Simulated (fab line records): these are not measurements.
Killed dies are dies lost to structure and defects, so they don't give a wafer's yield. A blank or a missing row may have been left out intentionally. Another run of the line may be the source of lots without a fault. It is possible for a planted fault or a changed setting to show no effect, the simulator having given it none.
fab line records	flow berkeley-cmos170
record: lots: 5	wafers: 23
route steps=331 shown NWELL@18 PWELL@49 ACTIVE@75 SPACER@171 NSD@190 CONTACT@228 M1@242
start-h: hours from the record's opening day to when the first of the lot's shown wafers began	wait-h: hours since the lot's step before	" as in the row above	L1.1+2: a row that stands for several wafers	- no value present, or no start provided	* or withheld: withheld	< > ~ a bound
route shown NAME@n: names a module that has steps shown in the file, with the first one's number in the route	usual: mean and standard deviation over wafers with no fault	same: alike in all rows	chamber/n: place in a boat	sites: readings site by site	_std_site: standard deviation across them	_edge_site: the outer-site mean with the inner-site mean subtracted	radius-mm: for every site, how far away it sits from the centre of the wafer	mask NAME#n: copy n	behind: the most recent tool/chamber to have shaped the wafer	hold: cause of the lot's hold/its duration in hours/its outcome	device: which transistor (n, p or np) failed to switch	end of line: the route-end tests of the same wafers	a step without rows: its recipe alone	killed: dies lost to structure and defects at the first sort, not the wafer's yield	map: the dies of a wafer, with x for killed, . for not killed, _ for no die there
set.NAME: the run value of the setting; set.NAME@STEP: its run value at that earlier step	model.NAME: the simulator's own value behind a step, which no gauge read
lots with deliberately changed settings; one table per step, one row per wafer
== steps ==
step: UCB170_NWELL_CVD_04
recipe: material: Si3N4	target-thk-nm: 224	temp-c: 800	precursor: SiH2Cl2/NH3	time-s: 3360	pressure-mtorr: 200	sih2cl2-flow-sccm: 25	nh3-flow-sccm: 75
lot.wafer	tool	chamber	start-h	wait-h	set.pressure-mtorr	model.Si3N4_of_NWELL_CVD_04.thk-nm
L074.1	-	-	-	1.1	210.7	227.9
L074.2	"	-	"	"	210.7	229
L074.3	"	-	"	"	210.7	227.1
L074.4	"	-	"	"	210.7	228.7
L074.6	"	-	"	"	210.7	229.1
L078.1	-	-	-	0.0	225.7	235.8
L078.3	"	-	"	"	225.7	234.4
L078.4	"	-	"	"	225.7	235.7
L078.5	"	-	"	"	225.7	235.2
L078.6	"	-	"	"	225.7	235.6
L080.1	-	-	-	1.3	229.6	235.3
L080.2	"	-	"	"	229.6	235.1
L080.3	"	-	"	"	229.6	235.5
L080.4	"	-	"	"	229.6	236.4
L080.6	"	-	"	"	229.6	233.7
L082.1	lpcvd-01	1	68.46	0.0	200	227.5
L082.2	"	1	"	"	200	226.6
L082.4	"	1	"	"	200	226.4
L085.1	-	-	-	0.0	183.9	215
L085.2+6	"	-	"	"	183.9	217.6
L085.4	"	-	"	"	183.9	217.4
L085.5	"	-	"	"	183.9	216.4
step: UCB170_NWELL_THK_MEAS_05
recipe: reads: Si3N4_of_NWELL_CVD_04
usual: NWELL_NITRIDE_THK: 224.0/2.2
lot.wafer	tool	chamber	start-h	wait-h	set.pressure-mtorr@NWELL_CVD_04	NWELL_NITRIDE_THK[nm]
L074.1	film-metro-03	-	-	-	210.7	227.8
L074.2	"	-	"	"	210.7	229.2
L074.3	"	-	"	"	210.7	227.0
L074.4	"	-	"	"	210.7	228.5
L074.6	"	-	"	"	210.7	229.2
L078.1	film-metro-03	-	-	-	225.7	235.9
L078.3	"	-	"	"	225.7	234.2
L078.4	"	-	"	"	225.7	235.6
L078.5	"	-	"	"	225.7	235.2
L078.6	"	-	"	"	225.7	235.6
L080.1	film-metro-04	-	-	-	229.6	235.2
L080.2	"	-	"	"	229.6	235.1
L080.3	"	-	"	"	229.6	235.5
L080.4	"	-	"	"	229.6	236.3
L080.6	"	-	"	"	229.6	233.9
L082.1	film-metro-03	-	70.68	0.3	200	227.5
L082.2	"	-	"	"	200	226.5
L082.4	"	-	"	"	200	226.6
L085.1	film-metro-03	-	-	-	183.9	214.9
L085.2	"	-	"	"	183.9	217.6
L085.4	"	-	"	"	183.9	217.4
L085.5	"	-	"	"	183.9	216.4
L085.6	"	-	"	"	183.9	217.8
step: UCB170_NWELL_IMPLANT_14
recipe: species: P	dose-cm2: 1e+13	energy-kev: 150	tilt-deg: 7
lot.wafer	tool	chamber	start-h	wait-h	set.dose-cm2
L074.1+3+6	implanter-03	0	31.00	0.1	9.385e+12
L074.2+4	"	0	"	"	1e+13
L078.1+3	implanter-04	0	50.58	0.1	1.059e+13
L078.4+5+6	"	0	"	"	1e+13
L080.1+3	implanter-04	0	61.68	0.1	1e+13
L080.2+4+6	"	0	"	"	1.057e+13
L082.1+2+4	implanter-03	0	72.55	0.1	1e+13
L085.1+4	implanter-04	0	85.89	0.1	1e+13
L085.2+5+6	"	0	"	"	9.768e+12
step: UCB170_NWELL_STRIP_15
recipe: chemistry: O2	power-w: 400	pressure-mtorr: 3500	platen-temp-c: withheld	o2-flow-sccm: 400	overash-fraction: 0.5
step: UCB170_NWELL_TW_MEAS_16
usual: NWELL_TW: 1238/4.4
lot.wafer	tool	chamber	start-h	wait-h	set.dose-cm2@NWELL_IMPLANT_14	NWELL_TW
L074.1	film-metro-03	-	31.25	0.1	9.385e+12	1208
L074.2	"	-	"	"	1e+13	1234
L074.3	"	-	"	"	9.385e+12	1206
L074.4	"	-	"	"	1e+13	1228
L074.6	"	-	"	"	9.385e+12	1212
L078.1	film-metro-03	-	50.83	0.1	1.059e+13	1259
L078.3	"	-	"	"	1.059e+13	1260
L078.4	"	-	"	"	1e+13	1237
L078.5	"	-	"	"	1e+13	1238
L078.6	"	-	"	"	1e+13	1230
L080.1	film-metro-03	-	61.93	0.1	1e+13	1240
L080.2	"	-	"	"	1.057e+13	1252
L080.3	"	-	"	"	1e+13	1246
L080.4	"	-	"	"	1.057e+13	1270
L080.6	"	-	"	"	1.057e+13	1270
L082.1	film-metro-03	-	72.80	0.1	1e+13	1242
L082.2	"	-	"	"	1e+13	1238
L082.4	"	-	"	"	1e+13	1239
L085.1	film-metro-04	-	86.14	0.1	1e+13	1236
L085.2	"	-	"	"	9.768e+12	1225
L085.4	"	-	"	"	1e+13	1231
L085.5	"	-	"	"	9.768e+12	1223
L085.6	"	-	"	"	9.768e+12	1226
step: UCB170_PWELL_IMPLANT_15
recipe: species: B	dose-cm2: 5e+12	energy-kev: 60	tilt-deg: 7
lot.wafer	tool	chamber	start-h	wait-h	set.energy-kev	model.implant.rp-nm	model.implant.drp-nm
L074.1+2+4	implanter-02	0	45.76	0.1	60	185.5	64.7
L074.3+6	"	0	"	"	58.99	182.7	64.12
L078.1+4+5	implanter-04	0	71.47	0.1	62.82	206.3	66.28
L078.3+6	"	0	"	"	60	194.7	64.7
L080.1+3+6	implanter-02	0	85.34	0.1	57.89	180.5	63.48
L080.2+4	"	0	"	"	60	186.5	64.7
L082.1+2+4	implanter-04	0	88.28	0.1	60	182.9	64.7
L085.1+5+6	implanter-04	0	103.73	0.1	61.11	186.4	65.33
L085.2+4	"	0	"	"	60	182.8	64.7
step: UCB170_ACTIVE_ETCH_15
recipe: chemistry: CH3F/Ar/O2	target: Si3N4	stop-on: SiO2	CH3F_flow_sccm: 20	Ar_flow_sccm: 50	O2_flow_sccm: 7	pressure-mtorr: 50	rf-w: 450	target-depth-a: 2420	over-etch-frac: 0.1	time-s: 151
lot.wafer	tool	chamber	start-h	wait-h	set.time-s	model.KrF_of_ACTIVE_COAT_08.thk-nm
L074.1	rie-diel-02	0	73.63	0.0	151	726.2
L074.2	"	3	"	"	151	728.7
L074.3	"	2	"	"	151	729.9
L074.4	"	2	"	"	141.6	737
L074.6	"	3	"	"	141.6	736.3
L078.1	rie-diel-01	1	91.56	0.0	136.2	742
L078.3	"	0	"	"	151	726.5
L078.4	"	3	"	"	136.2	739
L078.5	"	0	"	"	151	725.3
L078.6	"	1	"	"	136.2	746.3
L080.1	rie-diel-02	2	109.49	0.0	151	726.3
L080.2	"	3	"	"	151	724.4
L080.3	"	1	"	"	158.5	713.4
L080.4	"	0	"	"	151	723.3
L080.6	"	0	"	"	158.5	719.2
L082.1	rie-diel-01	0	113.12	0.1	151	722.7
L082.2	"	3	"	"	151	722.8
L082.4	"	1	"	"	151	724.2
L085.1	rie-diel-02	1	123.69	0.0	151	724.5
L085.2	"	0	"	"	160.3	717.2
L085.4	"	2	"	"	160.3	717.1
L085.5	"	1	"	"	160.3	710.9
L085.6	"	0	"	"	151	725.6
step: UCB170_ACTIVE_STRIP_16
recipe: chemistry: O2	power-w: 400	pressure-mtorr: 3500	platen-temp-c: withheld	o2-flow-sccm: 400	overash-fraction: 0.5
usual: strip-time-to-endpoint-s: 18.11/0.08
lot.wafer	tool	chamber	start-h	wait-h	set.time-s@ACTIVE_ETCH_15	strip-time-to-endpoint-s
L074.1	plasma-asher-01	0	73.73	0.1	151	18.12
L074.2	"	1	"	"	151	18.20
L074.3	"	0	"	"	151	18.23
L074.4	"	1	"	"	141.6	18.39
L074.6	"	1	"	"	141.6	18.38
L078.1	plasma-asher-01	0	91.66	0.1	136.2	18.49
L078.3	"	1	"	"	151	18.13
L078.4	"	0	"	"	136.2	18.42
L078.5	"	1	"	"	151	18.10
L078.6	"	0	"	"	136.2	18.61
L080.1	plasma-asher-04	1	109.59	0.1	151	18.12
L080.2	"	0	"	"	151	18.10
L080.3	"	1	"	"	158.5	17.84
L080.4	"	0	"	"	151	18.04
L080.6	"	0	"	"	158.5	17.96
L082.1	plasma-asher-03	1	113.22	0.1	151	18.05
L082.2	"	0	"	"	151	18.06
L082.4	"	1	"	"	151	18.09
L085.1	plasma-asher-01	0	123.79	0.1	151	18.10
L085.2	"	1	"	"	160.3	17.91
L085.4	"	0	"	"	160.3	17.91
L085.5	"	1	"	"	160.3	17.75
L085.6	"	0	"	"	151	18.12
step: UCB170_SPACER_CVD_00
recipe: material: SiO2	target-thk-nm: 376	temp-c: 390	precursor: TEOS/O2	time-s: 47	rf-w: 550	pressure-mtorr: 9000
lot.wafer	tool	chamber	start-h	wait-h	set.time-s	model.SiO2_of_SPACER_CVD_00.thk-nm
L074.1	pecvd-01	2	123.71	0.0	49.23	386.6
L074.2	"	0	"	"	47	366
L074.3	"	1	"	"	47	364.9
L074.4	"	2	"	"	47	373.4
L074.6	"	0	"	"	49.23	386.2
L078.1	pecvd-01	1	134.60	0.0	47	374.1
L078.3	"	2	"	"	51.64	404.2
L078.4	"	2	"	"	47	378
L078.5	"	0	"	"	51.64	412.7
L078.6	"	1	"	"	51.64	415.2
L080.1	pecvd-01	1	159.08	0.0	50.51	394.9
L080.2	"	0	"	"	50.51	399
L080.3	"	2	"	"	47	369.4
L080.4	"	0	"	"	47	375.4
L080.6	"	2	"	"	47	374.8
L082.1	pecvd-04	2	159.77	0.0	47	367.4
L082.2	"	1	"	"	47	368.1
L082.4	"	1	"	"	47	374.1
L085.1	pecvd-03	2	180.94	0.0	47	370.6
L085.2	"	1	"	"	47	374.1
L085.4	"	2	"	"	41.02	333.8
L085.5	"	1	"	"	41.02	330.2
L085.6	"	0	"	"	47	391.3
step: UCB170_SPACER_THK_MEAS_01
recipe: reads: SiO2_of_SPACER_CVD_00
usual: SPACER_TEOS_THK: 374/5.2
lot.wafer	tool	chamber	start-h	wait-h	set.time-s@SPACER_CVD_00	SPACER_TEOS_THK[nm]
L074.1	film-metro-03	-	123.76	0.0	49.23	387
L074.2	"	-	"	"	47	366
L074.3	"	-	"	"	47	365
L074.4	"	-	"	"	47	373
L074.6	"	-	"	"	49.23	386
L078.1	film-metro-03	-	134.67	0.0	47	374
L078.3	"	-	"	"	51.64	404
L078.4	"	-	"	"	47	378
L078.5	"	-	"	"	51.64	412
L078.6	"	-	"	"	51.64	416
L080.1	film-metro-01	-	159.13	0.0	50.51	395
L080.2	"	-	"	"	50.51	399
L080.3	"	-	"	"	47	370
L080.4	"	-	"	"	47	375
L080.6	"	-	"	"	47	375
L082.1	film-metro-03	-	159.81	0.0	47	368
L082.2	"	-	"	"	47	368
L082.4	"	-	"	"	47	374
L085.1	film-metro-03	-	180.99	0.0	47	371
L085.2	"	-	"	"	47	374
L085.4	"	-	"	"	41.02	333
L085.5	"	-	"	"	41.02	330
L085.6	"	-	"	"	47	391
step: UCB170_SPACER_ANNEAL_02
recipe: temp-c: 900	time-s: 1800	ambient: N2
step: UCB170_SPACER_ETCHBACK_03
recipe: stop-on: Si	target: SiO2	chemistry: CHF3/CF4/Ar	CHF3_flow_sccm: 50	cf4-flow-sccm: 10	Ar_flow_sccm: 120	pressure-mtorr: 200	rf-w: 500	target-depth-a: 3760	time-s: 100
usual: oes-product-au: 0.897/0.012
lot.wafer	tool	chamber	start-h	wait-h	set.time-s@SPACER_CVD_00	oes-product-au	model.etch.depth-nm
L074.1	rie-diel-04	0	126.98	0.0	49.23	0.941	-
L074.2	"	3	"	"	47	0.882	366
L074.3	"	1	"	"	47	0.877	364.9
L074.4	"	2	"	"	47	0.888	-
L074.6	"	1	"	"	49.23	0.914	386.2
L078.1	rie-diel-04	0	136.70	0.0	47	0.920	-
L078.3	"	2	"	"	51.64	0.942	404.2
L078.4	"	3	"	"	47	0.903	-
L078.5	"	3	"	"	51.64	0.958	412.7
L078.6	"	2	"	"	51.64	0.958	415.2
L080.1	rie-diel-01	2	164.28	0.0	50.51	0.931	394.9
L080.2	"	0	"	"	50.51	0.940	399
L080.3	"	3	"	"	47	0.883	-
L080.4	"	1	"	"	47	0.891	375.4
L080.6	"	1	"	"	47	0.899	-
L082.1	rie-diel-03	3	164.28	0.0	47	0.892	367.4
L082.2	"	0	"	"	47	0.889	368.1
L082.4	"	2	"	"	47	0.911	374.1
L085.1	rie-diel-01	3	186.32	0.0	47	0.890	370.6
L085.2	"	1	"	"	47	0.899	374.1
L085.4	"	0	"	"	41.02	0.821	333.8
L085.5	"	3	"	"	41.02	0.811	330.2
L085.6	"	1	"	"	47	0.922	391.3
step: UCB170_NSD_EXPOSE_03
recipe: mask-id: NSELECT_MOD	na: 0.5	sigma-outer: 0.6	source-shape: conventional	target-cd-nm: 1200	dose-mj: 30
lot.wafer	tool	chamber	start-h	wait-h	mask	set.dose-mj
L074.1+2+4	krf-scanner-01	0	129.99	0.2	NSELECT_MOD#0	30
L074.3+6	"	0	"	"	NSELECT_MOD#0	27.96
L078.1+5	krf-scanner-01	0	141.11	0.1	NSELECT_MOD#0	30
L078.3+4+6	"	0	"	"	NSELECT_MOD#0	27.99
L080.1+3+6	krf-scanner-01	0	167.60	0.1	NSELECT_MOD#0	30
L080.2+4	"	0	"	"	NSELECT_MOD#0	28.48
L082.1+2+4	krf-scanner-02	0	168.10	0.2	NSELECT_MOD#0	30
L085.1+6	krf-scanner-02	0	191.81	0.1	NSELECT_MOD#0	30
L085.2+4+5	"	0	"	"	NSELECT_MOD#0	31.93
step: UCB170_NSD_PEB_04
recipe: peb-temp-c: 130	peb-time-s: withheld	resist: KrF
step: UCB170_NSD_DEVELOP_05
recipe: developer: TMAH	develop-time-s: 45	resist: KrF	dev-temp-c: 21
step: UCB170_NSD_CD_MEAS_06
recipe: target-cd-nm: 1200
usual: cd-nm: 1199.9/0.98
lot.wafer	tool	chamber	start-h	wait-h	set.dose-mj@NSD_EXPOSE_03	cd-nm
L074.1	cd-sem-01	-	130.69	-	30	1201.4
L074.2	"	-	"	"	30	1202.3
L074.3	"	-	"	"	27.96	1189.2
L074.4	"	-	"	"	30	1201.6
L074.6	"	-	"	"	27.96	1189.8
L078.1	cd-sem-02	-	141.93	-	30	1200.1
L078.3	"	-	"	"	27.99	1187.4
L078.4	"	-	"	"	27.99	1188.9
L078.5	"	-	"	"	30	1201.2
L078.6	"	-	"	"	27.99	1187.8
L080.1	cd-sem-02	-	168.53	-	30	1197.6
L080.2	"	-	"	"	28.48	1189.1
L080.3	"	-	"	"	30	1199.5
L080.4	"	-	"	"	28.48	1188.6
L080.6	"	-	"	"	30	1198.9
L082.1	cd-sem-01	-	168.77	-	30	1199.6
L082.2	"	-	"	"	30	1198.7
L082.4	"	-	"	"	30	1199.1
L085.1	cd-sem-01	-	192.36	-	30	1198.4
L085.2	"	-	"	"	31.93	1210.3
L085.4	"	-	"	"	31.93	1211.2
L085.5	"	-	"	"	31.93	1212.1
L085.6	"	-	"	"	30	1200.4
step: UCB170_CONTACT_EXPOSE_12
recipe: mask-id: CONT	target-cd-nm: 700	na: 0.5	sigma-outer: 0.6	source-shape: conventional	dose-mj: 35
lot.wafer	tool	chamber	start-h	wait-h	mask	set.dose-mj
L074.1+4+6	krf-scanner-01	0	139.65	-	CONT#0	35
L074.2+3	"	0	"	"	CONT#0	36.03
L078.1+6	krf-scanner-01	0	148.35	-	CONT#0	33.49
L078.3+4+5	"	0	"	"	CONT#0	35
L080.1+3+4	krf-scanner-01	0	174.93	-	CONT#0	33.99
L080.2+6	"	0	"	"	CONT#0	35
L082.1+2+4	krf-scanner-02	0	175.35	-	CONT#0	35
L085.1+4+5	krf-scanner-01	0	200.84	-	CONT#0	36.18
L085.2+6	"	0	"	"	CONT#0	35
step: UCB170_CONTACT_PEB_13
recipe: peb-temp-c: 130	peb-time-s: withheld	resist: KrF
step: UCB170_CONTACT_DEVELOP_14
recipe: developer: TMAH	develop-time-s: 45	resist: KrF	dev-temp-c: 19.75
lot.wafer	tool	chamber	start-h	wait-h	set.dose-mj@CONTACT_EXPOSE_12	model.CONTACT.cd-nm
L074.1	litho-track-01	0	-	-	35	698.4
L074.2	"	0	"	"	36.03	703.8
L074.3	"	0	"	"	36.03	704.3
L074.4	"	0	"	"	35	699.9
L074.6	"	0	"	"	35	698
L078.1	litho-track-01	0	-	-	33.49	693.6
L078.3	"	0	"	"	35	700.5
L078.4	"	0	"	"	35	700.8
L078.5	"	0	"	"	35	699.1
L078.6	"	0	"	"	33.49	694
L080.1	litho-track-04	0	-	-	33.99	693.7
L080.2	"	0	"	"	35	698.9
L080.3	"	0	"	"	33.99	692.7
L080.4	"	0	"	"	33.99	693.2
L080.6	"	0	"	"	35	698.8
L082.1	litho-track-04	0	-	-	35	698.8
L082.2	"	0	"	"	35	699
L082.4	"	0	"	"	35	697.9
L085.1	litho-track-01	0	-	-	36.18	703.1
L085.2	"	0	"	"	35	697.5
L085.4	"	0	"	"	36.18	704.1
L085.5	"	0	"	"	36.18	702.8
L085.6	"	0	"	"	35	698.9
step: UCB170_CONTACT_CD_MEAS_15
recipe: target-cd-nm: 700
usual: cd-nm: 699.6/1.2
lot.wafer	tool	chamber	start-h	wait-h	set.dose-mj@CONTACT_EXPOSE_12	cd-nm
L074.1	cd-sem-01	-	140.66	-	35	698.4
L074.2	"	-	"	"	36.03	704.1
L074.3	"	-	"	"	36.03	704.1
L074.4	"	-	"	"	35	699.6
L074.6	"	-	"	"	35	698.2
L078.1	cd-sem-02	-	148.74	-	33.49	693.6
L078.3	"	-	"	"	35	700.2
L078.4	"	-	"	"	35	701.1
L078.5	"	-	"	"	35	699.1
L078.6	"	-	"	"	33.49	694.1
L080.1	cd-sem-02	-	175.32	-	33.99	693.7
L080.2	"	-	"	"	35	698.6
L080.3	"	-	"	"	33.99	692.9
L080.4	"	-	"	"	33.99	693.3
L080.6	"	-	"	"	35	699.2
L082.1	cd-sem-01	-	175.74	-	35	698.8
L082.2	"	-	"	"	35	698.6
L082.4	"	-	"	"	35	698.0
L085.1	cd-sem-01	-	201.39	-	36.18	703.2
L085.2	"	-	"	"	35	697.5
L085.4	"	-	"	"	36.18	704.1
L085.5	"	-	"	"	36.18	702.7
L085.6	"	-	"	"	35	699.0
step: UCB170_CONTACT_ETCH_17
recipe: chemistry: N2/H2	target-depth-a: withheld	overetch-a: withheld	target: BARC	time-s: withheld	source-w: 500	bias-w: 100	pressure-mtorr: 30	n2-flow-sccm: 100	h2-flow-sccm: 200
lot.wafer	tool	chamber	start-h	wait-h	set.dose-mj@CONTACT_EXPOSE_12	model.CONTACT.cd-nm
L074.1	rie-diel-03	2	140.81	0.0	35	698
L074.2	"	0	"	"	36.03	703.2
L074.3	"	1	"	"	36.03	703.8
L074.4	"	3	"	"	35	698.8
L074.6	"	0	"	"	35	697
L078.1	rie-diel-03	0	148.90	0.0	33.49	693.3
L078.3	"	2	"	"	35	700.6
L078.4	"	3	"	"	35	699.8
L078.5	"	0	"	"	35	698.9
L078.6	"	3	"	"	33.49	693
L080.1	rie-diel-03	3	175.48	0.0	33.99	692.8
L080.2	"	2	"	"	35	699.4
L080.3	"	0	"	"	33.99	692.3
L080.4	"	1	"	"	33.99	694.1
L080.6	"	3	"	"	35	698.5
L082.1	rie-diel-01	2	175.89	0.0	35	699.1
L082.2	"	3	"	"	35	699.6
L082.4	"	2	"	"	35	698.3
L085.1	rie-diel-03	3	201.55	0.0	36.18	702.2
L085.2	"	1	"	"	35	698.2
L085.4	"	0	"	"	36.18	703.8
L085.5	"	1	"	"	36.18	703.4
L085.6	"	2	"	"	35	698.6
step: UCB170_CONTACT_ETCH_18
recipe: chemistry: CHF3/CF4/Ar	target: PSG	stop-on: TiSi2	CHF3_flow_sccm: 45	cf4-flow-sccm: 15	Ar_flow_sccm: 150	pressure-mtorr: 200	rf-w: 700	target-depth-a: 8400	over-etch-frac: 0.2	time-s: 195
step: UCB170_CONTACT_STRIP_19
recipe: chemistry: O2	power-w: 400	pressure-mtorr: 3500	platen-temp-c: withheld	o2-flow-sccm: 400	overash-fraction: 0.5
step: UCB170_CONTACT_CD_MEAS_90
recipe: target-cd-nm: 700
usual: cd-nm: 699.1/1.4
lot.wafer	tool	chamber	start-h	wait-h	set.dose-mj@CONTACT_EXPOSE_12	cd-nm
L074.1	cd-sem-02	-	141.08	0.1	35	697.0
L074.2	"	-	"	"	36.03	702.9
L074.3	"	-	"	"	36.03	702.7
L074.4	"	-	"	"	35	698.6
L074.6	"	-	"	"	35	696.8
L078.1	cd-sem-01	-	149.17	0.1	33.49	693.6
L078.3	"	-	"	"	35	700.3
L078.4	"	-	"	"	35	699.2
L078.5	"	-	"	"	35	698.4
L078.6	"	-	"	"	33.49	692.6
L080.1	cd-sem-02	-	175.75	0.1	33.99	691.5
L080.2	"	-	"	"	35	698.6
L080.3	"	-	"	"	33.99	691.8
L080.4	"	-	"	"	33.99	692.8
L080.6	"	-	"	"	35	697.5
L082.1	cd-sem-01	-	176.16	0.1	35	698.5
L082.2	"	-	"	"	35	699.7
L082.4	"	-	"	"	35	698.2
L085.1	cd-sem-02	-	201.82	0.1	36.18	701.6
L085.2	"	-	"	"	35	697.7
L085.4	"	-	"	"	36.18	703.8
L085.5	"	-	"	"	36.18	702.7
L085.6	"	-	"	"	35	698.1
step: UCB170_M1_COAT_04
recipe: resist: KrF	spin-rpm: 1500	resist-thk-nm: 900
lot.wafer	tool	chamber	start-h	wait-h	set.resist-thk-nm	model.KrF_of_M1_COAT_04.thk-nm
L074.1	litho-track-03	0	-	-	863.5	860.4
L074.2	"	0	"	"	900	895.7
L074.3	"	0	"	"	863.5	862.9
L074.4	"	0	"	"	900	897.9
L074.6	"	0	"	"	863.5	862.7
L078.1	litho-track-03	0	-	-	930.8	928.9
L078.3	"	0	"	"	930.8	928.4
L078.4	"	0	"	"	900	899.3
L078.5	"	0	"	"	930.8	930
L078.6	"	0	"	"	900	897.2
L080.1	litho-track-03	0	-	-	863.9	867.6
L080.2	"	0	"	"	863.9	870.1
L080.3	"	0	"	"	900	905.5
L080.4	"	0	"	"	900	902.2
L080.6	"	0	"	"	900	905
L082.1	litho-track-04	0	-	-	900	900.3
L082.2	"	0	"	"	900	902.6
L082.4	"	0	"	"	900	901.6
L085.1+5	litho-track-01	0	-	-	900	901.5
L085.2	"	0	"	"	900	899
L085.4	"	0	"	"	900	897.5
L085.6	"	0	"	"	900	901
== key ==
split: step: UCB170_NWELL_CVD_04	setting: pressure-mtorr	stated: 200	by: lot
response: step: UCB170_NWELL_CVD_04	reading: model.Si3N4_of_NWELL_CVD_04.thk-nm	change: +0.807	per: 1%	r: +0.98
response: step: UCB170_NWELL_THK_MEAS_05	reading: NWELL_NITRIDE_THK	change: +0.807	per: 1%	r: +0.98
split: step: UCB170_NWELL_IMPLANT_14	setting: dose-cm2	stated: 1e+13	by: wafer
response: step: UCB170_NWELL_TW_MEAS_16	reading: NWELL_TW	change: +3.85	per: 1%	r: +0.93
split: step: UCB170_PWELL_IMPLANT_15	setting: energy-kev	stated: 60	by: wafer
response: step: UCB170_PWELL_IMPLANT_15	reading: model.implant.rp-nm	change: +2.13	per: 1%	r: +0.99
response: step: UCB170_PWELL_IMPLANT_15	reading: model.implant.drp-nm	change: +0.341	per: 1%	r: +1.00
split: step: UCB170_ACTIVE_ETCH_15	setting: time-s	stated: 151	by: wafer
response: step: UCB170_ACTIVE_ETCH_15	reading: model.KrF_of_ACTIVE_COAT_08.thk-nm	change: -1.61	per: 1%	r: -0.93
response: step: UCB170_ACTIVE_STRIP_16	reading: strip-time-to-endpoint-s	change: *	per: 1%	r: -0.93
split: step: UCB170_SPACER_CVD_00	setting: time-s	stated: 47	by: wafer
response: step: UCB170_SPACER_CVD_00	reading: model.SiO2_of_SPACER_CVD_00.thk-nm	change: +3.55	per: 1%	r: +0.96
response: step: UCB170_SPACER_THK_MEAS_01	reading: SPACER_TEOS_THK	change: +3.55	per: 1%	r: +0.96
response: step: UCB170_SPACER_ETCHBACK_03	reading: oes-product-au	change: +0.00614	per: 1%	r: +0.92
response: step: UCB170_SPACER_ETCHBACK_03	reading: model.etch.depth-nm	change: +3.59	per: 1%	r: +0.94
split: step: UCB170_NSD_EXPOSE_03	setting: dose-mj	stated: 30	by: wafer
response: step: UCB170_NSD_CD_MEAS_06	reading: cd-nm	change: +1.86	per: 1%	r: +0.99
split: step: UCB170_CONTACT_EXPOSE_12	setting: dose-mj	stated: 35	by: wafer
response: step: UCB170_CONTACT_DEVELOP_14	reading: model.CONTACT.cd-nm	change: +1.62	per: 1%	r: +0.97
response: step: UCB170_CONTACT_CD_MEAS_15	reading: cd-nm	change: +1.62	per: 1%	r: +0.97
response: step: UCB170_CONTACT_ETCH_17	reading: model.CONTACT.cd-nm	change: +1.66	per: 1%	r: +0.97
response: step: UCB170_CONTACT_CD_MEAS_90	reading: cd-nm	change: +1.62	per: 1%	r: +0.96
split: step: UCB170_M1_COAT_04	setting: resist-thk-nm	stated: 900	by: wafer
response: step: UCB170_M1_COAT_04	reading: model.KrF_of_M1_COAT_04.thk-nm	change: +8.78	per: 1%	r: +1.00
